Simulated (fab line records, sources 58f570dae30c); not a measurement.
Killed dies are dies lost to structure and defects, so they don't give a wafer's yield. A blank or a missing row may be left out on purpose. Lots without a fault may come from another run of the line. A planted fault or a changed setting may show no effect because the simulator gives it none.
Chamber matching | flow berkeley_cmos170 | UCB170_V1_CMP_02 on cmp-02: 4 sister chambers
The step polishes SiO2. 8 wafers are shown with their chamber, then 8 later ones without.

WAFERS WITH THEIR CHAMBER
wafer  | chamber | motor_current_A (A) | head_pressure_psi (psi)
L273.4 | 1       | 17.2                | 6.015
L281.2 | 0       | 14.0                | 6.001
L281.4 | 2       | 17.2                | 5.996
L281.6 | 3       | 18.1                | 6.010
L282.2 | 2       | 17.4                | 5.976
L282.3 | 0       | 13.9                | 6.019
L282.4 | 3       | 18.5                | 6.001
L284.1 | 1       | 15.3                | 5.991

WAFERS WITHOUT THEIR CHAMBER
wafer  | motor_current_A (A) | head_pressure_psi (psi)
L284.3 | 18.4                | 6.020
L284.4 | 14.4                | 5.992
L286.1 | 18.7                | 6.018
L286.2 | 13.5                | 5.996
L286.4 | 17.2                | 6.000
L288.2 | 19.0                | 5.983
L288.5 | 13.7                | 5.982
L288.6 | 17.9                | 5.993

WHICH CHAMBER EACH WENT THROUGH
wafer  | from the rows above          | in truth
L284.3 | can't be placed: 3 or 2      | 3
L284.4 | can't be placed: 0 or 1      | 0
L286.1 | 3                            | 3
L286.2 | 0                            | 0
L286.4 | can't be placed: 2 or 1 or 3 | 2
L288.2 | can't be placed: 3 or 2      | 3
L288.5 | can't be placed: 0 or 1      | 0
L288.6 | can't be placed: 2 or 3 or 1 | 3
Placed correctly: 2 of 8. Can't be placed from these rows: 6 (the true chamber is among the candidates in 6). Placed wrongly: 0.
How it was worked out, from the rows above alone: a wafer's distance from a chamber is the root of the sum, over the readings, of the square of ((its reading less the chamber's mean) divided by the reading's scatter). The wafer belongs to the nearest chamber; if the next one is less than 2 further off, it can't be placed. A chamber's mean is the mean of its shown wafers. The scatter: the root of (the sum of the squares of (reading less its chamber's mean) over the shown wafers, divided by (wafers less chambers)).
